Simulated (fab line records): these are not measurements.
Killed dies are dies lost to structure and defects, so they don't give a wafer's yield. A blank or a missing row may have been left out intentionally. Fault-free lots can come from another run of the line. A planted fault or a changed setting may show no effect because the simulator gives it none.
Comparing a struck lot with a sound one :: flow berkeley cmos170 :: 15 steps out of a route of 331
Sound: the wafers L811.1, L811.2, L811.4. Struck: wafer L813.2. The cause comes at the end.
Per side, at each step with rows, come the tool, then ch with its chambers, and then its first start. Under that, the readings that differ: sound wafers :: struck wafers :: difference of the means :: sigmas: that difference in standard deviations of wafers without a fault.
alike: readings whose means differ by less than 2 such deviations, and words and numbers that are the same on both sides. not compared: withheld readings, readings that some wafer has no value for, bounds like >300 that may hide the same value, and numbers for which the record gives no deviation and whose values overlap.
The two part at a step that has a row with sigmas, a row that says differs or no value, or rows on one side only. Non-overlapping numbers with no deviation appear without sigmas and do not part them. A reading missing from all wafers of one side parts the sides only when that side holds two or more wafers.

first, 2 steps without rows for these wafers: UCB170_GATE_ANNEAL_03 (time 1800 s); UCB170_GATE_CVD_04 (deposits poly-Si from SiH4, time 1440 s, target thk 214 nm).
UCB170_GATE_THK_MEAS_05:
  struck on film metro-02, day 8 02:29; sound on film metro-02, day 7 13:10
  alike: GATE_POLY_THK
then, 6 steps without rows for these wafers: UCB170_GATE_COAT_06; UCB170_GATE_COAT_07 (resist thk 900 nm); UCB170_GATE_SOFTBAKE_08 (time 60 s); UCB170_GATE_EXPOSE_09 (exposes mask POLY, target cd 350 nm); UCB170_GATE_PEB_10; UCB170_GATE_DEVELOP_11 (develop time 45 s).
UCB170_GATE_CD_MEAS_12: target cd 350 nm.
  struck on cd sem-01, day 8 03:46; sound on cd sem-01, day 7 15:02
  alike: cd nm
UCB170_GATE_OVL_MEAS_13:
  struck on overlay-02, day 8 03:52; sound on overlay-02, day 7 15:10
  alike: GATE_OVL
UCB170_GATE_ETCH_14: etches BARC in N2/H2.
  sound on rie diel-03 ch 1,2,3, day 7 15:12; struck on rie diel-04 ch 0, day 8 03:54
reading: throttle valve pct (%)
sound: 13.60 13.20 13.51
struck: 12.83
difference: -0.61
sigmas: -3
  alike: chamber pressure mTorr, drypump motor current A, oes product au
UCB170_GATE_ETCH_15: etches poly-Si in HBr/Cl2, stops on SiO2, time 56.3 s, target depth 278.2 nm.
  sound on rie si-01 ch 1,2,3, day 7 15:14; struck on rie si-02 ch 2, day 8 03:56
reading: drypump motor current A (A)
sound: 5.9 5.2 6.0
struck: 6.7
difference: +1.0
sigmas: +2

reading: oes product au (a.u.)
sound: 0.830 0.837 0.846
struck: 0.966
difference: +0.128
sigmas: +9

reading: run length s (s)
sound: 85.2 84.7 84.6
struck: 62.4
difference: -22.4
sigmas: -50

reading: model.GATE.feature depth nm (nm)
sound: 213.9 215 216.2
struck: 162.1
difference: -52.9
sigmas: 

reading: model.etch.depth nm (nm)
sound: 213.9 215 216.2
struck: 162.1
difference: -52.9
sigmas: 

reading: model.KrF_of_GATE_COAT_07.thk nm (nm)
sound: 781.7 787.3 780.4
struck: 826.8
difference: +43.7
sigmas: 
  alike: chamber pressure mTorr, throttle valve pct
  not compared: rf hours counter h
UCB170_GATE_STRIP_16: strips in O2.
  sound on plasma asher-03 ch 0,1, day 7 15:17; struck on plasma asher-03 ch 1, day 8 03:59
reading: oes product au (a.u.)
sound: 0.726 0.719 0.731
struck: 0.737
difference: +0.012
sigmas: +3
  alike: chamber pressure mTorr, drypump motor current A
  not compared: rf hours counter h
UCB170_M3_PROBE_99:
  the record holds rows for the sound wafers here (prober-02, day 9 08:17) but none for the struck ones

== WHERE THEY PART ==
First at UCB170_GATE_ETCH_14; last, within this record, at UCB170_M3_PROBE_99.

WHY: what had been put in by the simulator
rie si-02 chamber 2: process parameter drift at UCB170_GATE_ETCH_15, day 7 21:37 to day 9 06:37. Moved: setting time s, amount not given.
